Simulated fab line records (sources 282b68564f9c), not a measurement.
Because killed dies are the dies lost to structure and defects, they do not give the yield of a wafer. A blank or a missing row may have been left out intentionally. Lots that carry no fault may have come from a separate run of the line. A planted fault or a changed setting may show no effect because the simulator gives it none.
The tool behind it: which one? ; flow rit cmos ; 14 lots with 42 wafers sampled at 2 steps, on a route of 202 steps

WHAT THE GAUGES READ, wafer by wafer
The record holds no reading of a measuring or inspecting step that can be judged against a usual standard deviation.

EACH LOT AND THE TOOL THAT RAN IT (in order: tool; ch and the chambers of the sampled wafers; start)
lot;RIT_GATE_CLEAN_01;RIT_M1_PROBE_99
L898;wet bench-04 ch 1, day 2 17:53;prober-02, day 3 21:18
L899;wet bench-01 ch 3, day 2 22:07;prober-01, day 4 02:05
L901;wet bench-04 ch 0, day 3 05:15;prober-02, day 4 17:38
L903;wet bench-03 ch 2, day 3 13:27;prober-02, day 5 00:07
L907;wet bench-03 ch 0, day 4 14:13;prober-01, day 5 19:14
L909;wet bench-04 ch 2, day 4 21:25;prober-02, day 6 02:04
L910;wet bench-04 ch 3, day 5 02:41;prober-01, day 6 08:03
L912;wet bench-01 ch 2, day 5 13:50;prober-01, day 6 16:38
L913;wet bench-04 ch 2, day 5 17:51;prober-02, day 6 22:18
L914;wet bench-03 ch 0, day 6 00:28;prober-01, day 7 04:38
L916;wet bench-04 ch 3, day 6 08:06;prober-01, day 7 17:46
L917;wet bench-03 ch 1, day 6 14:24;prober-02, day 7 20:49
L918;wet bench-01 ch 1, day 6 20:29;prober-02, day 8 06:17
L919;wet bench-01 ch 1, day 7 02:15;prober-01, day 8 10:20
- RIT_GATE_CLEAN_01: cleans in SC1, time 600 s.
- RIT_M1_PROBE_99

WHAT THE TOOLS THEMSELVES READ (means of the sampled wafers that have a number; where no wafer has one, the mark that the record gives instead)
RIT_GATE_CLEAN_01. Usual: bath guard temp C 74.9 C, standard deviation 0.46; bath heat duty pct 15.7 %, standard deviation 1.1.
lot;tool;bath guard temp C (C);bath heat duty pct (%);flag
L898;wet bench-04;74.4;16.5;
L899;wet bench-01;74.6;17.1;
L901;wet bench-04;74.9;15.5;
L903;wet bench-03;74.1;16.1;
L907;wet bench-03;75.5;16.5;
L909;wet bench-04;-;-;OFF
L910;wet bench-04;-;-;OFF
L912;wet bench-01;74.9;15.1;
L913;wet bench-04;74.5;17.7;
L914;wet bench-03;75.4;17.2;
L916;wet bench-04;75.0;14.5;
L917;wet bench-03;75.5;16.2;
L918;wet bench-01;74.3;14.6;
L919;wet bench-01;74.3;15.3;

RIT_M1_PROBE_99. Usual: killed at contacts 0.1, standard deviation 0.32; killed at front end 6, standard deviation 3.1; killed dies 7, standard deviation 3.2; killed open 3.1, standard deviation 1.9; killed short 3.5, standard deviation 2.2.
lot;tool;killed at contacts;killed at front end;killed dies;killed open;killed short;flag
L898;prober-02;0.0;7;7;3.3;3.7;
L899;prober-01;0.0;3;3;1.0;2.0;
L901;prober-02;0.3;5;6;2.3;3.3;
L903;prober-02;0.0;5;5;3.0;1.7;
L907;prober-01;0.0;6;6;3.7;2.7;
L909;prober-02;0.0;9;9;4.3;4.7;
L910;prober-01;0.0;6;6;3.3;2.7;
L912;prober-01;0.0;6;6;4.3;1.7;
L913;prober-02;0.3;6;6;2.7;3.3;
L914;prober-01;0.0;8;8;2.7;5.7;
L916;prober-01;0.0;5;5;3.0;1.7;
L917;prober-02;0.3;10;10;4.7;5.3;
L918;prober-02;0.0;8;8;3.0;4.7;
L919;prober-01;0.0;7;7;2.7;4.0;

THE ANSWER, worked out from the rows above alone
Rule: lot off if the mean of its wafers having a number is beyond 3 standard deviations from the usual mean. A lot without any number at a reading at which 4 lots or more have one is off too. Any other lot the step has rows for is counted as sound. Order of review: gauges by route order, followed by the tools' own readings, for which a lot's mean as printed above is used. The first step at which some lot is off is used, and at that step the reading that is off furthest; a lot without a number counts as furthest.
Off: L909, L910, at RIT_GATE_CLEAN_01 (bath guard temp C). Without a number there: L909, L910.
A tool fits if, at that step or a process step before it, it ran every lot that is off, and no sound lot after the first of them. Not one of the candidates tried fits.

WHAT WAS PUT IN BY THE SIMULATOR
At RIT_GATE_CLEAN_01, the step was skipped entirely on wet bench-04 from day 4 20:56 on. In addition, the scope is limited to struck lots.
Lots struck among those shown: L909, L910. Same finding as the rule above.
